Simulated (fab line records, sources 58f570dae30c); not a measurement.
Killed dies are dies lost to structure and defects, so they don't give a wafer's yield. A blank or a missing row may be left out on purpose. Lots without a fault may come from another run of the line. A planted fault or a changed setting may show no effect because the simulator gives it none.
Chamber matching | flow berkeley_cmos170 | UCB170_SPACER_CVD_00 on pecvd-03: 3 sister chambers
The step deposits SiO2 from TEOS/O2, target thk 376 nm, time 47 s. 16 wafers are shown with their chamber, then 8 later ones without.

WAFERS WITH THEIR CHAMBER
wafer  | chamber | heater_power_w (W)
L259.1 | 1       | 347
L259.4 | 2       | 294
L259.6 | 1       | 363
L260.2 | 0       | 281
L260.3 | 1       | 268
L260.4 | 1       | 285
L262.1 | 2       | 282
L262.2 | 0       | 207
L262.6 | 1       | 269
L268.2 | 1       | 268
L268.3 | 2       | 268
L268.6 | 1       | 288
L270.2 | 0       | 256
L270.4 | 2       | 202
L270.5 | 0       | 263
L275.1 | 0       | 256

SIGNATURES (means of the wafers above)
reading        | chamber 0 | chamber 1 | chamber 2 | scatter within a chamber
heater_power_w | 252.60    | 298.29    | 261.50    | 36.8
Rule: a wafer's distance from a chamber is the root of the sum, over the readings, of the square of ((its reading less the chamber's mean) divided by the reading's scatter). The wafer belongs to the nearest chamber; if the next one is less than 2 further off, it can't be placed. The scatter: the root of (the sum of the squares of (reading less its chamber's mean) over the shown wafers, divided by (wafers less chambers)).

WAFERS WITHOUT THEIR CHAMBER
wafer  | heater_power_w (W)
L275.5 | 263
L275.6 | 362
L276.2 | 259
L276.3 | 209
L276.5 | 228
L282.1 | 369
L282.4 | 296
L282.5 | 266

WHICH CHAMBER EACH WENT THROUGH
wafer  | from the rows above          | in truth
L275.5 | can't be placed: 2 or 0 or 1 | 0
L275.6 | can't be placed: 1 or 2 or 0 | 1
L276.2 | can't be placed: 2 or 0 or 1 | 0
L276.3 | can't be placed: 0 or 2 or 1 | 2
L276.5 | can't be placed: 0 or 2 or 1 | 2
L282.1 | can't be placed: 1 or 2 or 0 | 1
L282.4 | can't be placed: 1 or 2 or 0 | 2
L282.5 | can't be placed: 2 or 0 or 1 | 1
Placed correctly: 0 of 8. Can't be placed from these rows: 8 (the true chamber is among the candidates in 8). Placed wrongly: 0.
